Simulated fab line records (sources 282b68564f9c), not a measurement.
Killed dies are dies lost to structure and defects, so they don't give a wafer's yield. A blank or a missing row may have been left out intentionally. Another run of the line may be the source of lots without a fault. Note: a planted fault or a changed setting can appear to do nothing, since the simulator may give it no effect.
One fault through the eyes of 2 desks	flow rit cmos	every desk sees just its own numbers, and what lay behind them comes last

FOR THE TOOL OWNER'S DESK: iline stepper-01
The tool's own readings at RIT_PWELL_EXPOSE_03 (exposes mask M3, target cd 43700 nm): means of the sampled wafers that have a number, for each lot that ran on this tool. Marked OUT: a lot whose mean sits more than 4 standard deviations from the usual mean, which makes it out of limits; the brackets give that distance.
Columns: A = stage vel mm s at RIT_PWELL_EXPOSE_03, usual 499.95 mm/s
lot	first seen here	A
L353	day 3 00:12	500.11
L354	day 3 05:02	499.78
L356	day 3 15:37	499.99
L365	day 5 10:52	499.86
L366	day 5 15:18	499.87
L367	day 5 20:41	499.79
L368	day 6 02:19	500.22
This desk's finding: nothing out of limits on any of the 7 lots.

AT THE METROLOGY DESK
What the gauges read for every lot (on any tool): the sampled wafers with a number, averaged. Marked OUT: a lot whose mean sits more than 4 standard deviations from the usual mean, which makes it out of limits; the brackets give that distance.
Columns: A = PWELL_OVL at RIT_PWELL_OVL_MEAS_06, usual -1.0 nm
lot	first seen here	A
L349	day 2 02:52	-2.2
L350	day 2 08:08	-0.7
L351	day 2 14:11	-2.9
L352	day 2 18:49	-0.5
L353	day 3 00:38	-0.5
L354	day 3 05:28	1.1
L355	day 3 12:52	1.0
L356	day 3 16:01	0.1
L357	day 3 19:01	-0.6
L358	day 4 00:47	-3.7
L361	day 4 15:07	-3.4
L365	day 5 11:18	359.0 (+99 or more) OUT
L366	day 5 15:44	356.9 (+99 or more) OUT
L367	day 5 21:07	361.0 (+99 or more) OUT
L368	day 6 02:44	360.5 (+99 or more) OUT
L369	day 6 07:41	-1.2
This desk's result: L365, L366, L367, L368 out of limits, first on L365 (PWELL_OVL at RIT_PWELL_OVL_MEAS_06), day 5 11:18. L349, L350, L351, L352, L353, L354, L355, L356, L357, L358, L361, L369 stayed within limits.

BROUGHT TOGETHER
Metrology desk: alarm possible at day 5 11:18 on L365, L366, L367, L368.
Nothing out of limits was seen by the tool owner's desk.
The tool owner's desk has L365, L366, L367, L368 on record, within its limits.
Every lot named ran RIT_PWELL_EXPOSE_03 on iline stepper-01.

WHAT THE SIMULATOR PUT IN
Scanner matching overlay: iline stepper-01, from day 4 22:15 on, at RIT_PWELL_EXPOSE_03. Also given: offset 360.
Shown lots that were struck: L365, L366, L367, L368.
Hours from the fault's start to each desk's first reading out of limits: the metrology desk, 13.
